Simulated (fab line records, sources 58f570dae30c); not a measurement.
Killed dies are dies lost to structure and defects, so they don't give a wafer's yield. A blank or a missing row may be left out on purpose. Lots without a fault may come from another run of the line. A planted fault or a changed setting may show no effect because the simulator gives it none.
Which tool did it? | flow berkeley_cmos170 | 15 lots, 45 wafers sampled, at 3 steps of a route of 331

WHAT THE GAUGES READ, wafer by wafer
UCB170_NSD_OVL_MEAS_07. Usual: NSD_OVL 2 nm, standard deviation 6.3.
lot  | measured     | on         | NSD_OVL (nm) | flag
L761 | day 8 16:31  | overlay-01 | -10 6 -3     |
L763 | day 9 05:17  | overlay-02 | 6 8 6        |
L765 | day 9 14:41  | overlay-01 | -4 -1 -4     |
L764 | day 9 14:55  | overlay-01 | 3 -7 4       |
L770 | day 10 08:49 | overlay-01 | -2 -14 1     |
L767 | day 10 09:05 | overlay-01 | 4 -11 1      |
L771 | day 10 09:20 | overlay-02 | -1 -2 0      |
L769 | day 10 09:25 | overlay-01 | -8 -13 9     |
L772 | day 10 22:56 | overlay-01 | 0 0 0        |
L774 | day 11 12:11 | overlay-01 | -3 -8 -8     |
L776 | day 11 12:54 | overlay-01 | 12 8 11      |
L778 | day 11 12:58 | overlay-02 | 0 5 -3       |
L780 | day 11 23:10 | overlay-01 | 0 -5 4       |
L784 | day 12 22:28 | overlay-02 | 17 8 15      |
L783 | day 12 23:23 | overlay-02 | 0 7 7        |

UCB170_M2_THK_MEAS_03: measures by xrf. Usual: M2_AL_THK 901 nm, standard deviation 11.
lot  | measured     | on            | M2_AL_THK (nm) | flag
L761 | day 9 08:46  | film_metro-01 | 897 897 897    |
L763 | day 9 20:28  | film_metro-04 | 900 888 899    |
L765 | day 10 10:19 | film_metro-04 | 881 889 882    |
L764 | day 10 11:10 | film_metro-01 | 904 909 906    |
L770 | day 10 23:54 | film_metro-01 | 896 920 911    |
L767 | day 11 04:04 | film_metro-04 | 890 885 893    |
L771 | day 11 03:06 | film_metro-02 | 919 909 916    |
L769 | day 11 02:04 | film_metro-04 | 887 899 889    |
L772 | day 11 17:17 | film_metro-01 | 921 911 919    |
L774 | day 12 05:02 | film_metro-01 | 889 897 905    |
L776 | day 12 03:25 | film_metro-04 | 887 902 902    |
L778 | day 12 06:44 | film_metro-01 | 910 898 915    |
L780 | day 12 17:32 | film_metro-02 | 896 892 894    |
L784 | day 13 12:38 | film_metro-04 | 891 888 889    |
L783 | day 13 16:46 | film_metro-01 | 912 913 920    |

WHICH TOOL RAN EACH LOT (tool, then ch and the chambers of the sampled wafers, then the start)
lot  | UCB170_M2_SPUTTER_01
L761 | pvd_sputter-04, day 9 08:34
L763 | pvd_sputter-03, day 9 20:16
L765 | pvd_sputter-01, day 10 10:06
L764 | pvd_sputter-04, day 10 10:46
L770 | pvd_sputter-04, day 10 23:41
L767 | pvd_sputter-04, day 11 03:52
L771 | pvd_sputter-04, day 11 02:52
L769 | pvd_sputter-03, day 11 01:52
L772 | pvd_sputter-04, day 11 17:04
L774 | pvd_sputter-03, day 12 04:49
L776 | pvd_sputter-04, day 12 03:13
L778 | pvd_sputter-04, day 12 06:32
L780 | pvd_sputter-01, day 12 17:20
L784 | pvd_sputter-03, day 13 12:25
L783 | pvd_sputter-03, day 13 16:32
- UCB170_M2_SPUTTER_01: material Al, target thk 900 nm, time 120 s.

WHAT THE TOOLS THEMSELVES READ (means of the sampled wafers that have a number; where no wafer has one, the mark that the record gives instead)
UCB170_M2_SPUTTER_01. Usual: throttle_valve_pct 29.9 %, standard deviation 1.1.
lot  | tool           | throttle_valve_pct (%) | flag
L761 | pvd_sputter-04 | 30.7                   |
L763 | pvd_sputter-03 | 29.8                   |
L765 | pvd_sputter-01 | 30.3                   |
L764 | pvd_sputter-04 | 29.4                   |
L770 | pvd_sputter-04 | 29.4                   |
L767 | pvd_sputter-04 | 29.3                   |
L771 | pvd_sputter-04 | 30.6                   |
L769 | pvd_sputter-03 | 30.1                   |
L772 | pvd_sputter-04 | 29.2                   |
L774 | pvd_sputter-03 | 30.0                   |
L776 | pvd_sputter-04 | 29.9                   |
L778 | pvd_sputter-04 | 30.7                   |
L780 | pvd_sputter-01 | 29.3                   |
L784 | pvd_sputter-03 | 29.8                   |
L783 | pvd_sputter-03 | 29.5                   |

THE ANSWER, worked out from the rows above alone
Rule: a lot is off if the mean of its wafers that have a number lies more than 3 standard deviations from the usual mean. A lot without any number at a reading at which 4 lots or more have one is off too. The other lots that the step has rows for count as sound. The gauges are gone through in route order, then the tools' own readings, and for those a lot's mean is taken as printed above. The first step at which some lot is off is used, and at that step the reading that is off furthest; a lot without a number counts as furthest.
No lot is off at any reading shown: from this, nothing can be told.

WHAT THE SIMULATOR HAD PUT IN
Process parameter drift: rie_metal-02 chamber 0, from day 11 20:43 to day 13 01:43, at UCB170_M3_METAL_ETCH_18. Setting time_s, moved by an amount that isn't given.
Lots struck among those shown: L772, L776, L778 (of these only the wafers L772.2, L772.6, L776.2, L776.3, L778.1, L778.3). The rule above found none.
